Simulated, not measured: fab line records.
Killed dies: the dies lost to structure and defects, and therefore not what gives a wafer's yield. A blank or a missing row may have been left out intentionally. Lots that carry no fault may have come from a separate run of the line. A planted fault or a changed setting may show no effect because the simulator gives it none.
Which tool is to blame? | flow ritCmos | 7 lots with 21 wafers sampled at 2 steps, on a route of 202 steps

## WHAT EACH GAUGE READ, for each wafer
RIT_FOX2_THK_MEAS_91.
lot  | measured    | on           | FIELD_OXIDE_LEFT_2_THK (nm)
L988 | day 2 12:33 | filmMetro-04 | 254 255 255
L992 | day 3 09:11 | filmMetro-02 | 246 248 241
L995 | day 4 01:38 | filmMetro-02 | 247 248 247
L998 | day 4 15:31 | filmMetro-02 | 246 254 239
L104 | day 5 23:22 | filmMetro-03 | 259 256 253
L107 | day 6 14:07 | filmMetro-02 | 254 254 254
L109 | day 6 23:26 | filmMetro-04 | 238 245 240

## WHICH TOOL RAN EACH LOT (tool, then ch and the chambers of the sampled wafers, then the start)
lot  | RIT_PRETRO_STRIP_09
L988 | plasmaAsher-04 ch 0,1, day 2 11:52
L992 | plasmaAsher-03 ch 0,1, day 3 08:32
L995 | plasmaAsher-03 ch 0,1, day 4 01:01
L998 | plasmaAsher-04 ch 1, day 4 14:52
L104 | plasmaAsher-03 ch 0, day 5 22:43
L107 | plasmaAsher-03 ch 0,1, day 6 13:27
L109 | plasmaAsher-04 ch 0,1, day 6 22:48
- RIT_PRETRO_STRIP_09: strips in O2, time 180 s.

## THE ANSWER, worked out from the rows above alone
Rule: the lots themselves supply what counts as usual. Put in order of their means at a reading, lots are off if they are a third of the lots or fewer, leave a main group of 4 or more, and stand apart from it by a gap of 3 or more times the standard deviation of the main group's means; of several such gaps the widest counts. If all means in a main group match to the digits the tables above print for the reading, that group is not used. A lot without any number at a reading at which 4 lots or more have one is off too. Where the step has rows for the other lots, those lots are counted as sound.
Nothing can be told from this: no lot is off at any reading shown.

## WHAT THE SIMULATOR PUT IN
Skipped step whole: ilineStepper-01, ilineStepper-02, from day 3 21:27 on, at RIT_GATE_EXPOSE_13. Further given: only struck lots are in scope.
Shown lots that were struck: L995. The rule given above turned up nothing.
